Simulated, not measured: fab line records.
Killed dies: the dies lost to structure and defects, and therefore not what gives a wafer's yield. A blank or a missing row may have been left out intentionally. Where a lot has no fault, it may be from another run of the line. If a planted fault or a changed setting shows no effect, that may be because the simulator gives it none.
One fault through the eyes of 2 desks / flow rit_cmos / every desk sees just its own numbers, and what lay behind them comes last

== TOOL OWNER'S DESK, plasma_asher-04 ==
The tool's own readings at RIT_NWELL_STRIP_09 (strips in O2, time 180 s): means of the sampled wafers that have a number, for each lot that ran on this tool. Marked OUT: a lot whose mean sits more than 4 standard deviations from the usual mean, which makes it out of limits; the brackets give that distance.
Columns: A = drypump_motor_current_A at RIT_NWELL_STRIP_09, usual 5.9 A; B = run_length_s at RIT_NWELL_STRIP_09, usual 208.3 s
lot=L571; first seen here=day 2 04:24; A=6.2; B=208.3
lot=L573; first seen here=day 2 07:29; A=6.0; B=208.3
lot=L574; first seen here=day 2 18:41; A=5.7; B=72.4 (-99 or more) OUT
lot=L588; first seen here=day 5 19:03; A=6.0; B=208.5
This desk finds L574 out of limits, L574 being first, at day 2 18:41 (run_length_s at RIT_NWELL_STRIP_09). Within limits: L571, L573, L588.

== AT THE METROLOGY DESK ==
What the gauges read, lot by lot, whatever tool the lot ran on: means of the sampled wafers that have a number. Marked OUT: a lot whose mean sits more than 4 standard deviations from the usual mean, which makes it out of limits; the brackets give that distance.
Columns: A = FIELD_OXIDE_LEFT_1_THK at RIT_FOX2_THK_MEAS_90, usual 326 nm; B = NWELL_OVL at RIT_NWELL_OVL_MEAS_06, usual 0.3 nm; C = NWELL_TW at RIT_NWELL_TW_MEAS_10, usual 2113
lot=L571; first seen here=day 2 02:11; A=327; B=-0.2; C=2135
lot=L573; first seen here=day 2 05:59; A=329; B=1.2; C=2135
lot=L574; first seen here=day 2 17:11; A=321; B=-0.5; C=2143
lot=L588; first seen here=day 5 17:40; A=330; B=2.0; C=2097
lot=L592; first seen here=day 6 10:19; A=336; B=0.9; C=2146
This desk's verdict: no lot among the 5 shows anything out of limits.

== BROUGHT TOGETHER ==
At day 2 18:41, on L574, the tool owner's desk was in a position to raise an alarm.
Metrology desk: nothing out of limits seen.
The metrology desk has L574 on record, within its limits.
Of the lots named, all ran RIT_NWELL_STRIP_09 on plasma_asher-04.

== WHAT HAD BEEN PUT IN BY THE SIMULATOR ==
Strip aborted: plasma_asher-04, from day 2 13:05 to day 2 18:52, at RIT_NWELL_STRIP_09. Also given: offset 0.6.
Struck lots among those shown: L574.
Delay in hours, fault start to first out-of-limits reading, by desk: the tool owner's desk at 6.
